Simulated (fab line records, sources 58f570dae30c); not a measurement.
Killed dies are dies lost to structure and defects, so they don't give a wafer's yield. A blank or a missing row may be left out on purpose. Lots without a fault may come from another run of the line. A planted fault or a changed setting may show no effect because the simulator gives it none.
Problem report in the 8D (eight disciplines) form, filled by code | flow berkeley_cmos170 | the parts of the form that need people (team, actions taken, sign-off) are left out

1. THE PROBLEM
heater_power_total_W at UCB170_CONTACT_SOFTBAKE_11 reads a mean of 56.28 W on 6 wafers of 2 lots; wafers without a fault read 56.80 W with a standard deviation of 0.047. That is -11 standard deviations from the usual mean.
The step: time 60 s.
First seen on wafer L275.2, day 11 03:00, on litho_track-03. The record holds 42 wafers of 14 lots with a number at this step. Rule for "out", or "out of limits": more than 4 standard deviations from the usual mean. The other wafers with a number count as sound.

2. WHAT IT IS AND WHAT IT IS NOT
question                    | is                                 | is not
which readings at this step | heater_power_total_W, plate_temp_C | -
which lots                  | L275, L277                         | L255, L256, L261, L262, L263, L264, L266, L267, L268, L271, L273, L278
which wafers of those lots  | all that have a number             | -
read on which tools         | litho_track-03                     | litho_track-02, litho_track-04
when                        | from day 11 03:00                  | up to then (33 sound wafers); but 3 sound wafers of L278 came after

3. SUSPECTS, AND WHAT RULES EACH OUT
Counting: a tool at a process step up to the reading stays a suspect if it ran every lot that is out and no sound lot after the first of them.
- litho_track-03 at UCB170_CONTACT_SOFTBAKE_11 (time 60 s): kept. It ran every lot that is out, first L275 (day 11 03:00), and no sound lot after that; its last sound lot up to then is L271 (day 10 13:00). Its own readings are out on those wafers: heater_power_total_W, plate_temp_C.
Left after counting: litho_track-03 at UCB170_CONTACT_SOFTBAKE_11.

4. THE CAUSE (what the simulator had put in)
Process parameter drift: litho_track-03, from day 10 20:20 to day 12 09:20, at UCB170_CONTACT_SOFTBAKE_11. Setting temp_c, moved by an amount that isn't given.
Counting left only this tool.

5. THE CHAIN OF EFFECTS, in route order
Each row: a reading whose mean over the struck wafers that have a number lies more than 3 standard deviations from the usual. Only readings for which the record gives a usual standard deviation are gone through. hours: the time from each lot's start at the first step in this table that gives one to its start at this step, as a median over the lots. sigmas: the change in usual standard deviations.
hours | step                       | reading              | usual    | on struck wafers | change | sigmas
0     | UCB170_CONTACT_SOFTBAKE_11 | heater_power_total_W | 56.80 W  | 56.28            | -0.52  | -11
0     | UCB170_CONTACT_SOFTBAKE_11 | plate_temp_C         | 130.02 C | 129.08           | -0.94  | -6.7
The process steps in it:
- UCB170_CONTACT_SOFTBAKE_11: time 60 s.

6. WHAT WOULD HAVE CAUGHT IT SOONER
In this record the first reading out of limits was taken at day 11 03:00, 7 hours after the fault began at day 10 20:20.
